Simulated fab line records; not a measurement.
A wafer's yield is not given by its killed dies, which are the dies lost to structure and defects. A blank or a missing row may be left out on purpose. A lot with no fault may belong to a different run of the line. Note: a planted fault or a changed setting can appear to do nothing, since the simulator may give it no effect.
fab line records | flow berkeley-cmos170
[record] lots = 14 | wafers = 42 | last-day = 12
route steps=331 shown M2@289
lots untouched by any fault: they come from a run of this same line in which no faults occurred
start-h: the number of hours between the record's first day and the start of the first shown wafer of the lot | wait-h: time in hours since the lot's previous step | " same as the row above | L1.1+2: a single row standing in for several wafers | - no value, or no start given | * or withheld: withheld | < > ~ a bound
route shown NAME@n: a module of which the file shows steps, and the number in the route of the first | usual: mean/standard deviation of fault-free wafers | same: alike in all rows | chamber/n: place in a boat | sites: readings site by site | _std_site: their standard deviation | _edge_site: the outer-site mean with the inner-site mean subtracted | radius-mm: for every site, how far away it sits from the centre of the wafer | mask NAME#n: copy n | behind: the tool/chamber that last shaped the wafer | hold: reason for holding the lot/hours on hold/outcome of the hold | device: names the non-switching transistor (n, p or np) | end of line: the route-end tests of the same wafers | for a step that has no rows: nothing shown but its recipe | killed: count of dies lost to structure and defects at first sort (not the wafer's yield) | map: the dies of a wafer, with x for killed, . for not killed, _ for no die there
set.NAME: the setting that was run; set.NAME@STEP: the one run at that earlier step | model.NAME: the simulator's own value behind a step, which no gauge read
route steps across a sampled set of lots; one table per step, one row per wafer
services: the hour from which a tool's chamber was out of use, counted from the record's first day as start-h (under 0 if before that day), plus the number of hours and why
[[steps]]
[step UCB170_M2_METAL_ETCH_18]
[recipe] chemistry = Cl2/BCl3 | target = Al | stop-on = SiO2 | pressure-mtorr = 12 | target-depth-a = 11700 | over-etch-frac = 0.3 | time-s = 195 | icp-w = 600 | bias-w = 120 | Cl2_flow_sccm = 90 | bcl3-flow-sccm = 45
[usual] bcl3-flow-sccm = 45.01/0.12 | bias-w = 120.0/0.36 | drypump-motor-current-A = 5.39/0.21 | oes-product-au = 0.858/0.014 | throttle-valve-pct = 24.37/0.083
lot.wafer | tool         | chamber | start-h | wait-h | bcl3-flow-sccm | bias-w | drypump-motor-current-A | oes-product-au | rf-hours-counter-h | throttle-valve-pct
L480.2    | rie-metal-03 | 0       | 160.72  | -      | 45.07          | 119.6  | 5.43                    | 0.843          | 3                  | 24.32
L480.3    | "            | 1       | "       | "      | 45.08          | 120.3  | 5.48                    | 0.843          | -                  | 24.51
L480.4    | "            | 0       | "       | "      | 44.88          | 120.1  | 5.40                    | 0.846          | -                  | 24.29
L481.2    | rie-metal-02 | 1       | 176.46  | -      | 44.93          | 120.0  | 5.48                    | 0.868          | 4                  | 24.44
L481.4    | "            | 1       | "       | "      | 45.11          | 119.9  | 5.45                    | 0.856          | -                  | 24.44
L481.6    | "            | 0       | "       | "      | 44.98          | 119.9  | 5.11                    | 0.875          | -                  | 24.29
L485.2    | rie-metal-03 | 1       | 192.52  | -      | 45.07          | 120.1  | 5.45                    | 0.846          | 11                 | 24.49
L485.3    | "            | 0       | "       | "      | 44.73          | 120.2  | 5.41                    | 0.859          | -                  | 24.30
L485.6    | "            | 1       | "       | "      | 44.99          | 119.7  | 5.47                    | 0.842          | -                  | 24.51
L483.1    | rie-metal-04 | 1       | 192.76  | -      | 45.11          | 119.6  | 5.77                    | 0.878          | 12                 | 24.29
L483.4    | "            | 1       | "       | "      | 44.97          | 120.0  | 5.72                    | 0.874          | -                  | 24.28
L483.6    | "            | 1       | "       | "      | 44.96          | 119.3  | 5.74                    | 0.872          | -                  | 24.31
L486.2    | rie-metal-03 | 0       | 198.24  | -      | 45.07          | 120.3  | 5.42                    | 0.842          | 5                  | 24.31
L486.4    | "            | 0       | "       | "      | 45.13          | 120.3  | 5.39                    | 0.851          | -                  | 24.30
L486.6    | "            | 0       | "       | "      | 45.13          | 120.4  | 5.37                    | 0.848          | -                  | 24.30
L491.2    | rie-metal-02 | 0       | 222.07  | -      | -              | -      | -                       | -              | -                  | -
L491.4    | "            | 1       | "       | "      | -              | -      | -                       | -              | -                  | -
L491.5    | "            | 1       | "       | "      | -              | -      | -                       | -              | -                  | -
L494.4    | rie-metal-02 | 1       | 239.47  | -      | -              | -      | -                       | -              | -                  | -
L494.5    | "            | 0       | "       | "      | -              | -      | -                       | -              | -                  | -
L494.6    | "            | 1       | "       | "      | -              | -      | -                       | -              | -                  | -
L496.3    | rie-metal-02 | 0       | 240.47  | -      | 45.03          | 120.1  | 5.08                    | 0.867          | -                  | 24.32
L496.5    | "            | 1       | "       | "      | 45.06          | 120.1  | 5.46                    | 0.853          | -                  | 24.45
L496.6    | "            | 0       | "       | "      | 44.96          | 120.0  | 5.10                    | 0.871          | -                  | 24.29
L498.3    | rie-metal-04 | 0       | 253.21  | -      | 45.26          | 120.2  | 5.18                    | 0.851          | -                  | 24.40
L498.4    | "            | 0       | "       | "      | 44.96          | 120.3  | 5.17                    | 0.848          | -                  | 24.41
L498.6    | "            | 0       | "       | "      | 45.00          | 119.6  | 5.17                    | 0.843          | -                  | 24.41
L499.3    | rie-metal-04 | 1       | 264.96  | -      | 44.98          | 120.4  | 5.72                    | 0.857          | -                  | 24.27
L499.4    | "            | 0       | "       | "      | 44.91          | 120.3  | 5.17                    | 0.851          | -                  | 24.41
L499.6    | "            | 0       | "       | "      | 44.82          | 120.0  | 5.15                    | 0.838          | -                  | 24.42
L500.3    | rie-metal-03 | 1       | 265.02  | -      | 45.15          | 120.2  | 5.48                    | 0.848          | -                  | 24.49
L500.5    | "            | 0       | "       | "      | 45.11          | 119.7  | 5.40                    | 0.856          | -                  | 24.28
L500.6    | "            | 1       | "       | "      | 45.07          | 120.5  | 5.48                    | 0.842          | -                  | 24.50
L501.2    | rie-metal-02 | 1       | 265.29  | -      | 44.68          | 120.1  | 5.44                    | 0.877          | -                  | 24.44
L501.4    | "            | 1       | "       | "      | 44.96          | 120.8  | 5.44                    | 0.863          | -                  | 24.44
L501.5    | "            | 1       | "       | "      | 44.85          | 120.8  | 5.45                    | 0.861          | -                  | 24.44
L502.1    | rie-metal-04 | 1       | 266.63  | -      | 45.07          | 119.2  | 5.74                    | 0.860          | 0                  | 24.30
L502.2    | "            | 0       | "       | "      | 45.04          | 119.6  | 5.19                    | 0.841          | 2                  | 24.42
L502.6    | "            | 1       | "       | "      | 45.00          | 120.0  | 5.77                    | 0.867          | -                  | 24.30
L503.1    | rie-metal-02 | 1       | 271.52  | -      | 44.91          | 119.9  | 5.46                    | 0.864          | 7                  | 24.42
L503.4    | "            | 1       | "       | "      | 45.15          | 120.6  | 5.41                    | 0.851          | -                  | 24.45
L503.6    | "            | 1       | "       | "      | 44.84          | 119.7  | 5.45                    | 0.857          | -                  | 24.45
[step UCB170_M2_STRIP_19]
[recipe] chemistry = O2 | power-w = 400 | pressure-mtorr = 3500 | platen-temp-c = withheld | o2-flow-sccm = 400 | overash-fraction = 0.5
[usual] drypump-motor-current-A = 5.92/0.23 | oes-product-au = 0.540/0.01
lot.wafer | tool            | chamber | start-h | wait-h | drypump-motor-current-A | oes-product-au | rf-hours-counter-h
L480.2    | plasma-asher-01 | 0       | 160.90  | 0.1    | 5.68                    | 0.524          | 45
L480.3    | "               | 1       | "       | "      | 6.13                    | 0.552          | -
L480.4    | "               | 0       | "       | "      | 5.70                    | 0.535          | -
L481.2    | plasma-asher-03 | 1       | 176.65  | 0.1    | 5.63                    | 0.530          | 39
L481.4    | "               | 0       | "       | "      | 6.07                    | 0.536          | -
L481.6    | "               | 1       | "       | "      | 5.66                    | 0.533          | -
L485.2    | plasma-asher-01 | 1       | 192.71  | 0.1    | 6.10                    | 0.543          | 49
L485.3    | "               | 0       | "       | "      | 5.66                    | 0.522          | -
L485.6    | "               | 0       | "       | "      | 5.66                    | 0.550          | -
L483.1    | plasma-asher-01 | 0       | 193.14  | 0.3    | 5.72                    | 0.540          | 49
L483.4    | "               | 0       | "       | "      | 5.70                    | 0.534          | -
L483.6    | "               | 1       | "       | "      | 6.08                    | 0.536          | -
L486.2    | plasma-asher-01 | 0       | 198.43  | 0.1    | 5.67                    | 0.526          | 49
L486.4    | "               | 0       | "       | "      | 5.68                    | 0.539          | -
L486.6    | "               | 1       | "       | "      | 6.14                    | 0.533          | -
L491.2    | plasma-asher-01 | 0       | 222.25  | 0.1    | 5.71                    | 0.732          | 51
L491.4    | "               | 0       | "       | "      | 5.65                    | 0.725          | -
L491.5    | "               | 1       | "       | "      | 6.14                    | 0.726          | -
L494.4    | plasma-asher-02 | 0       | 239.63  | 0.1    | 5.84                    | 0.724          | -
L494.5    | "               | 0       | "       | "      | 5.85                    | 0.723          | -
L494.6    | "               | 1       | "       | "      | 6.24                    | 0.731          | -
L496.3    | plasma-asher-03 | 0       | 240.63  | 0.1    | 6.13                    | 0.538          | -
L496.5    | "               | 1       | "       | "      | 5.64                    | 0.530          | -
L496.6    | "               | 0       | "       | "      | 6.09                    | 0.539          | -
L498.3    | plasma-asher-02 | 0       | 253.50  | 0.2    | 5.83                    | 0.530          | -
L498.4    | "               | 1       | "       | "      | 6.26                    | 0.537          | -
L498.6    | "               | 1       | "       | "      | 6.25                    | 0.533          | -
L499.3    | plasma-asher-03 | 0       | 265.11  | 0.1    | 6.13                    | 0.549          | -
L499.4    | "               | 1       | "       | "      | 5.63                    | 0.541          | -
L499.6    | "               | 0       | "       | "      | 6.13                    | 0.553          | -
L500.3    | plasma-asher-02 | 0       | 265.17  | 0.1    | 5.83                    | 0.557          | -
L500.5    | "               | 1       | "       | "      | 6.24                    | 0.535          | -
L500.6    | "               | 0       | "       | "      | 5.84                    | 0.550          | -
L501.2    | plasma-asher-03 | 1       | 265.60  | 0.2    | 5.64                    | 0.541          | 51
L501.4    | "               | 0       | "       | "      | 6.10                    | 0.536          | -
L501.5    | "               | 0       | "       | "      | 6.12                    | 0.538          | -
L502.1    | plasma-asher-03 | 1       | 266.82  | 0.1    | 5.66                    | 0.561          | 51
L502.2    | "               | 0       | "       | "      | 6.10                    | 0.552          | 51
L502.6    | "               | 0       | "       | "      | 6.08                    | 0.550          | -
L503.1    | plasma-asher-03 | 1       | 271.71  | 0.1    | 5.66                    | 0.538          | 52
L503.4    | "               | 1       | "       | "      | 5.64                    | 0.537          | -
L503.6    | "               | 1       | "       | "      | 5.64                    | 0.536          | -
[step UCB170_M2_CD_MEAS_90]
[recipe] target-cd-nm = 700
[usual] cd-nm = 699.2/2.3
lot.wafer | tool      | chamber | start-h | wait-h | cd-nm
L480.2    | cd-sem-02 | -       | 161.02  | 0.1    | 700.0
L480.3    | "         | -       | "       | "      | 700.1
L480.4    | "         | -       | "       | "      | 700.5
L481.2    | cd-sem-02 | -       | 176.77  | 0.1    | 700.1
L481.4    | "         | -       | "       | "      | 698.9
L481.6    | "         | -       | "       | "      | 698.1
L485.2    | cd-sem-01 | -       | 192.94  | 0.2    | 700.6
L485.3    | "         | -       | "       | "      | 698.8
L485.6    | "         | -       | "       | "      | 698.8
L483.1    | cd-sem-01 | -       | 193.24  | 0.1    | 703.6
L483.4    | "         | -       | "       | "      | 702.0
L483.6    | "         | -       | "       | "      | 700.4
L486.2    | cd-sem-01 | -       | 198.78  | 0.3    | 702.4
L486.4    | "         | -       | "       | "      | 700.1
L486.6    | "         | -       | "       | "      | 698.3
L491.2    | cd-sem-02 | -       | 222.37  | 0.1    | -
L491.4    | "         | -       | "       | "      | -
L491.5    | "         | -       | "       | "      | -
L494.4    | cd-sem-01 | -       | 239.76  | 0.1    | -
L494.5    | "         | -       | "       | "      | -
L494.6    | "         | -       | "       | "      | -
L496.3    | cd-sem-01 | -       | 240.74  | 0.1    | 699.7
L496.5    | "         | -       | "       | "      | 699.0
L496.6    | "         | -       | "       | "      | 698.5
L498.3    | cd-sem-01 | -       | 253.60  | 0.1    | 699.0
L498.4    | "         | -       | "       | "      | 700.3
L498.6    | "         | -       | "       | "      | 699.9
L499.3    | cd-sem-02 | -       | 265.22  | 0.1    | 696.6
L499.4    | "         | -       | "       | "      | 697.3
L499.6    | "         | -       | "       | "      | 699.7
L500.3    | cd-sem-01 | -       | 265.28  | 0.1    | 696.5
L500.5    | "         | -       | "       | "      | 700.4
L500.6    | "         | -       | "       | "      | 699.1
L501.2    | cd-sem-02 | -       | 265.72  | 0.1    | 700.3
L501.4    | "         | -       | "       | "      | 695.8
L501.5    | "         | -       | "       | "      | 697.7
L502.1    | cd-sem-02 | -       | 266.92  | 0.1    | 696.4
L502.2    | "         | -       | "       | "      | 701.9
L502.6    | "         | -       | "       | "      | 696.2
L503.1    | cd-sem-01 | -       | 271.81  | 0.1    | 696.2
L503.4    | "         | -       | "       | "      | 699.4
L503.6    | "         | -       | "       | "      | 696.8
[[services]]
tool            | chamber | start-h | hours | kind
plasma-asher-01 | -       | 148.51  | 0.3   | repair
rie-metal-04    | 0       | 187.54  | -     | clean
rie-metal-04    | 0       | 187.54  | 29.3  | scheduled-down
rie-metal-04    | 0       | 187.54  | 29.3  | vent-cycle
rie-metal-02    | 1       | 200.70  | 4.1   | repair
plasma-asher-01 | -       | 203.56  | 14.3  | repair
rie-metal-02    | -       | 227.57  | 2.8   | pm
rie-metal-04    | 1       | 241.02  | -     | clean
rie-metal-04    | 1       | 241.02  | 20.4  | scheduled-down
rie-metal-04    | 1       | 241.02  | 20.4  | vent-cycle
rie-metal-02    | 0       | 261.92  | 5.0   | repair
[[key]]
[first-sign] step = UCB170_M2_METAL_ETCH_18 | reading = tool-record | direction = missing
[effect] step = UCB170_M2_STRIP_19 | reading = oes-product-au | direction = up | sigmas = 19 | usual = 0.540 | struck = 0.727
[effect] step = UCB170_M2_CD_MEAS_90 | reading = cd-nm | direction = missing
met-at UCB170_M2_METAL_ETCH_18
struck-lots L491,L494
later-rows-left-out L491.2,L491.4,L491.5,L494.4,L494.5,L494.6
sort-left-out L491.2,L491.4,L491.5,L494.4,L494.5,L494.6
onset-between 176.46 222.07
[fault] kind = skipped-step-whole | tool = rie-metal-02 | chamber = - | onset-h = 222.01 | steps = UCB170_M2_METAL_ETCH_18 | scope = struck-lots-only
// sort-left-out: the simulated sort isn't trusted on such a fault, so these wafers' sort isn't shown, and their yield isn't known
// later-rows-left-out: the simulator's readings of these wafers behind a module that went badly wrong aren't trusted and aren't shown, but for the sort
